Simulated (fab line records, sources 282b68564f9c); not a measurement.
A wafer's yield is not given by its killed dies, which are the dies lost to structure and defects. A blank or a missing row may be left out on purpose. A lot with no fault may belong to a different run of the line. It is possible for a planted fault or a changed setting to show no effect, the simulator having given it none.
fab line records | flow ritCmos
[record] lots = 14 | wafers = 42 | lastDay = 7
route steps=202 shown NSD@139 M1@202
lots with no fault: from the same line, run without faults
startH: the number of hours between the record's first day and the start of the first shown wafer of the lot | waitH: time in hours since the lot's previous step | " the same as in the row above | L1.1+2: a single row standing in for several wafers | - no value, or no start was given | * or withheld: withheld | < > ~ a bound
route shown NAME@n: a module of which the file shows steps, and the number in the route of the first | usual: average and standard deviation across the fault-free wafers | same: alike in all rows | chamber/n: place in a boat | sites: per-site readings | _std_site: how widely they spread, as a standard deviation | _edge_site: inner sites' mean taken away from outer sites' mean | radiusMm: for every site, how far away it sits from the centre of the wafer | mask NAME#n: copy n | behind: the most recent tool/chamber to have shaped the wafer | hold: reason for holding the lot/hours on hold/outcome of the hold | device: the transistor (n, p or np) that didn't switch | end of line: at the end of the route, the tests of the same wafers | a step with no rows: only its recipe | killed: dies lost to structure and defects at the first sort, not the wafer's yield | map: the dies of a wafer, with x for killed, . for not killed, _ for no die there
set.NAME: the run value of the setting; set.NAME@STEP: its run value at that earlier step | model.NAME: the simulator's own value behind a step, which no gauge read
one table for each step of the route and one row for each wafer, over a sample of lots
services: the hour from which a tool's chamber was out of use, counted from the record's first day as startH (under 0 if before that day), plus the number of hours and why
[[steps]]
[step RIT_NSD_IMPLANT_08]
[recipe] species = P | energyKev = 25 | doseCm2 = 1e+15 | tiltDeg = 7
[usual] beamEnergyKeV = 25.001/0.0078
lot.wafer | tool         | chamber | startH | waitH | beamEnergyKeV
L847.2    | implanter-01 | 0       | 53.46  | 0.1   | 24.995
L847.3    | "            | 0       | "      | "     | 25.002
L847.6    | "            | 0       | "      | "     | 24.998
L848.3    | implanter-04 | 0       | 59.17  | 0.1   | 24.995
L848.4    | "            | 0       | "      | "     | 24.997
L848.5    | "            | 0       | "      | "     | 25.002
L849.1    | implanter-01 | 0       | 66.88  | 0.1   | 25.009
L849.3    | "            | 0       | "      | "     | 25.007
L849.4    | "            | 0       | "      | "     | 24.997
L850.2    | implanter-01 | 0       | 71.33  | 0.1   | 24.996
L850.3    | "            | 0       | "      | "     | 24.999
L850.4    | "            | 0       | "      | "     | 24.994
L851.1    | implanter-01 | 0       | 75.91  | 0.1   | 26.293
L851.3    | "            | 0       | "      | "     | 26.296
L851.5    | "            | 0       | "      | "     | 26.292
L857.3    | implanter-01 | 0       | 98.23  | 0.1   | 26.299
L857.5    | "            | 0       | "      | "     | 26.292
L857.6    | "            | 0       | "      | "     | 26.298
L861.1    | implanter-04 | 0       | 116.39 | 0.1   | 24.998
L861.2    | "            | 0       | "      | "     | 24.986
L861.3    | "            | 0       | "      | "     | 24.997
L862.1    | implanter-02 | 0       | 124.19 | 0.1   | 24.998
L862.3    | "            | 0       | "      | "     | 24.986
L862.5    | "            | 0       | "      | "     | 24.995
L863.1    | implanter-02 | 0       | 128.85 | 0.1   | 25.023
L863.2    | "            | 0       | "      | "     | 25.003
L863.5    | "            | 0       | "      | "     | 25.004
L865.1    | implanter-02 | 0       | 138.52 | 0.1   | 24.988
L865.3    | "            | 0       | "      | "     | 24.985
L865.6    | "            | 0       | "      | "     | 24.987
L867.1    | implanter-02 | 0       | 147.79 | 0.1   | 25.002
L867.3    | "            | 0       | "      | "     | 25.009
L867.6    | "            | 0       | "      | "     | 24.992
L868.1    | implanter-01 | 0       | 151.25 | 0.1   | 25.003
L868.3    | "            | 0       | "      | "     | 25.002
L868.6    | "            | 0       | "      | "     | 25.008
L869.2    | implanter-02 | 0       | 157.00 | 0.1   | 25.001
L869.5    | "            | 0       | "      | "     | 24.992
L869.6    | "            | 0       | "      | "     | 24.997
L870.1    | implanter-04 | 0       | 161.98 | 0.1   | 24.999
L870.5    | "            | 0       | "      | "     | 25.011
L870.6    | "            | 0       | "      | "     | 25.015
[step RIT_M1_PROBE_99]
[usual] killed_at_M0_to_M3 = 0.0/0.14 | killedAtContacts = 0.1/0.29 | killedAtFrontEnd = 7/3 | killedDies = 8/3 | killedOpen = 3.7/2 | killedShort = 3.8/2.1
[same] grossDies = 264 | killed_at_M4_up = 0 | killedAtBackSide = 0 | killedAtOther = 0
lot.wafer | tool      | chamber | startH | waitH | killed_at_M0_to_M3 | killedAtContacts | killedAtFrontEnd | killedDies | killedOpen | killedShort
L857.3    | prober-01 | -       | 108.77 | 0.2   | 0                  | 0                | 10               | 10         | 4          | 6
L857.5    | prober-01 | -       | 108.87 | 0.2   | 0                  | 0                | 10               | 10         | 5          | 5
L857.6    | prober-01 | -       | 108.92 | 0.2   | 0                  | 0                | 8                | 8          | 4          | 4
// killed by level:class
L857.3 FOX1:geometricParticle:short=3 GATE:geometricParticle:short=3 GATE:geometricParticle:open=2 FOX1:geometricParticle:open=1 REOX:geometricParticle:open=1
L857.5 SILICIDE:geometricParticle:short=3 GATE:geometricParticle:open=2 SILICIDE:geometricParticle:open=2 FOX1:geometricParticle:short=1 FOX1:geometricParticle:open=1 REOX:geometricParticle:short=1
L857.6 GATE:geometricParticle:open=3 SILICIDE:geometricParticle:short=2 FOX1:geometricParticle:short=1 FOX1:geometricParticle:open=1 REOX:geometricParticle:short=1
[[services]]
tool         | chamber | startH | hours | kind
implanter-04 | -       | 59.87  | 5.8   | repair
implanter-02 | -       | 61.10  | 4.6   | pm
implanter-01 | -       | 84.15  | 3.2   | repair
implanter-04 | -       | 100.21 | 4.5   | repair
implanter-02 | -       | 148.79 | 4.7   | repair
[[key]]
[firstSign] step = RIT_NSD_IMPLANT_08 | reading = beamEnergyKeV | direction = up | sigmas = 99+ | usual = 25.001 | struck = 26.295
effect none on later readings
metAt RIT_NSD_IMPLANT_08
struckLots L851,L857
testerLeftOut L851,L857
onsetBetween 71.33 75.91
[fault] kind = processParameterDrift | tool = implanter-01 | chamber = - | onsetH = 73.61 | steps = RIT_NSD_IMPLANT_08 | channel = energyKev | offset = 1.2884 | shape = step | endH = 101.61 | actsIn = theseRecipesOnly | stated = 25
// testerLeftOut: of these lots the tester's yield and bins aren't shown, on N5 and GAA mostly nor the transistor test; their killed dies are dies lost to structure and defects alone, not to doping, threshold or leakage, so they don't give the yield
